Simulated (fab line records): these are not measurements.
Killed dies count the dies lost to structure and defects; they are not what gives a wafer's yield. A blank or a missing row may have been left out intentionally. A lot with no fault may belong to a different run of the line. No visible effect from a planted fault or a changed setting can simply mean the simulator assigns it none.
Which of the tools did it? / flow ritCmos / Sampling: 14 lots, 42 wafers, 2 of 202 route steps

== WHAT THE GAUGES SHOWED, per wafer ==
The record holds no reading of a measuring or inspecting step that can be judged against a usual standard deviation.

== TOOL THAT RAN EACH LOT (tool first, then ch and the chambers of the sampled wafers, then the start) ==
lot=L316; RIT_GATE_ETCH_19=rieSi-01 ch 0,2,3, day 2 21:19; RIT_M1_PROBE_99=-
lot=L317; RIT_GATE_ETCH_19=rieSi-02 ch 0,2,3, day 3 03:01; RIT_M1_PROBE_99=-
lot=L318; RIT_GATE_ETCH_19=rieSi-01 ch 0,3, day 3 06:43; RIT_M1_PROBE_99=-
lot=L319; RIT_GATE_ETCH_19=rieSi-02 ch 1,2, day 3 12:26; RIT_M1_PROBE_99=prober-02, day 4 10:58
lot=L320; RIT_GATE_ETCH_19=rieSi-01 ch 1,2,3, day 3 19:29; RIT_M1_PROBE_99=-
lot=L321; RIT_GATE_ETCH_19=rieSi-02 ch 0,1, day 3 23:05; RIT_M1_PROBE_99=-
lot=L324; RIT_GATE_ETCH_19=rieSi-01 ch 1,2,3, day 4 17:04; RIT_M1_PROBE_99=-
lot=L325; RIT_GATE_ETCH_19=rieSi-02 ch 0,1,3, day 4 19:49; RIT_M1_PROBE_99=-
lot=L327; RIT_GATE_ETCH_19=rieSi-02 ch 0,1,3, day 5 05:35; RIT_M1_PROBE_99=prober-02, day 6 01:50
lot=L329; RIT_GATE_ETCH_19=rieSi-02 ch 0,2, day 5 14:32; RIT_M1_PROBE_99=prober-02, day 6 11:28
lot=L332; RIT_GATE_ETCH_19=rieSi-01 ch 0,1,2, day 6 02:50; RIT_M1_PROBE_99=-
lot=L334; RIT_GATE_ETCH_19=rieSi-01 ch 1,2,3, day 6 12:48; RIT_M1_PROBE_99=-
lot=L336; RIT_GATE_ETCH_19=rieSi-01 ch 1,2,3, day 6 22:56; RIT_M1_PROBE_99=-
lot=L338; RIT_GATE_ETCH_19=rieSi-01 ch 0,1,2, day 7 09:36; RIT_M1_PROBE_99=-
- RIT_GATE_ETCH_19: etches poly-Si in SF6/CHF3/O2, stops on SiO2, time 172.7 s, target depth 312.5 nm.
- RIT_M1_PROBE_99

== WHAT THE TOOLS THEMSELVES READ (means of the sampled wafers that have a number; where no wafer has one, the mark that the record gives instead) ==
RIT_GATE_ETCH_19. Usual: O2_flow_sccm 5.002 sccm, standard deviation 0.016; drypumpMotorCurrentA 5.8 A, standard deviation 0.62; oesProductAu 0.845 a.u., standard deviation 0.011; throttleValvePct 10.22 %, standard deviation 0.12.
lot=L316; tool=rieSi-01; O2_flow_sccm (sccm)=5.011; drypumpMotorCurrentA (A)=5.2; oesProductAu (a.u.)=0.850; throttleValvePct (%)=10.21; flag=
lot=L317; tool=rieSi-02; O2_flow_sccm (sccm)=5.012; drypumpMotorCurrentA (A)=6.2; oesProductAu (a.u.)=0.851; throttleValvePct (%)=10.33; flag=
lot=L318; tool=rieSi-01; O2_flow_sccm (sccm)=4.988; drypumpMotorCurrentA (A)=5.4; oesProductAu (a.u.)=0.855; throttleValvePct (%)=10.22; flag=
lot=L319; tool=rieSi-02; O2_flow_sccm (sccm)=4.994; drypumpMotorCurrentA (A)=5.7; oesProductAu (a.u.)=0.839; throttleValvePct (%)=10.16; flag=
lot=L320; tool=rieSi-01; O2_flow_sccm (sccm)=4.985; drypumpMotorCurrentA (A)=5.8; oesProductAu (a.u.)=0.852; throttleValvePct (%)=10.21; flag=
lot=L321; tool=rieSi-02; O2_flow_sccm (sccm)=4.998; drypumpMotorCurrentA (A)=5.6; oesProductAu (a.u.)=0.844; throttleValvePct (%)=10.22; flag=
lot=L324; tool=rieSi-01; O2_flow_sccm (sccm)=5.013; drypumpMotorCurrentA (A)=5.9; oesProductAu (a.u.)=0.834; throttleValvePct (%)=10.21; flag=
lot=L325; tool=rieSi-02; O2_flow_sccm (sccm)=4.987; drypumpMotorCurrentA (A)=6.0; oesProductAu (a.u.)=0.847; throttleValvePct (%)=10.27; flag=
lot=L327; tool=rieSi-02; O2_flow_sccm (sccm)=5.012; drypumpMotorCurrentA (A)=6.0; oesProductAu (a.u.)=0.840; throttleValvePct (%)=10.27; flag=
lot=L329; tool=rieSi-02; O2_flow_sccm (sccm)=4.998; drypumpMotorCurrentA (A)=6.1; oesProductAu (a.u.)=0.826; throttleValvePct (%)=10.33; flag=
lot=L332; tool=rieSi-01; O2_flow_sccm (sccm)=4.997; drypumpMotorCurrentA (A)=5.7; oesProductAu (a.u.)=0.842; throttleValvePct (%)=10.21; flag=
lot=L334; tool=rieSi-01; O2_flow_sccm (sccm)=4.992; drypumpMotorCurrentA (A)=5.8; oesProductAu (a.u.)=0.845; throttleValvePct (%)=10.21; flag=
lot=L336; tool=rieSi-01; O2_flow_sccm (sccm)=5.008; drypumpMotorCurrentA (A)=5.8; oesProductAu (a.u.)=0.845; throttleValvePct (%)=10.21; flag=
lot=L338; tool=rieSi-01; O2_flow_sccm (sccm)=5.003; drypumpMotorCurrentA (A)=5.6; oesProductAu (a.u.)=0.861; throttleValvePct (%)=10.20; flag=

RIT_M1_PROBE_99. Usual: killed_at_M0_to_M3 0.0, standard deviation 0.12; killedAtContacts 0.0, standard deviation 0.16; killedAtFrontEnd 7.1, standard deviation 2.7; killedDies 7.2, standard deviation 2.7; killedOnRim 1.9, standard deviation 1.2; killedOpen 3.5, standard deviation 1.9; killedShort 3.6, standard deviation 1.9.
lot=L319 tool=prober-02 killed_at_M0_to_M3=0.0 killedAtContacts=0.0 killedAtFrontEnd=9.0 killedDies=9.0 killedOnRim=2.0 killedOpen=4.7 killedShort=4.3 flag=
lot=L327 tool=prober-02 killed_at_M0_to_M3=0.0 killedAtContacts=0.0 killedAtFrontEnd=28.3 killedDies=28.3 killedOnRim=4.3 killedOpen=3.0 killedShort=3.0 flag=OFF
lot=L329 tool=prober-02 killed_at_M0_to_M3=0.0 killedAtContacts=0.0 killedAtFrontEnd=29.3 killedDies=29.3 killedOnRim=8.3 killedOpen=3.0 killedShort=4.3 flag=OFF

== THE ANSWER, worked out from the rows above alone ==
Rule: a lot counts as off when the mean over its wafers that have a number is more than 3 standard deviations away from the usual mean. A lot without any number at a reading at which 4 lots or more have one is off too. Where the step has rows for the other lots, those lots are counted as sound. Order of review: gauges by route order, followed by the tools' own readings, for which a lot's mean as printed above is used. The first step at which some lot is off is used, and at that step the reading that is off furthest; a lot without a number counts as furthest.
Off at RIT_M1_PROBE_99 (killedAtFrontEnd): L327, L329. Neither off nor sound, because the step has no rows for them: L316, L317, L318, L320, L321, L324, L325, L332, L334, L336, L338.
If a tool, at that step or one of the process steps before it, ran each lot that is off and ran no sound lot following the first of them, it fits. Can't be told from this: 2 tools fit, rieSi-02 at RIT_GATE_ETCH_19, prober-02 at RIT_M1_PROBE_99.

== WHAT THE SIMULATOR HAD PUT IN ==
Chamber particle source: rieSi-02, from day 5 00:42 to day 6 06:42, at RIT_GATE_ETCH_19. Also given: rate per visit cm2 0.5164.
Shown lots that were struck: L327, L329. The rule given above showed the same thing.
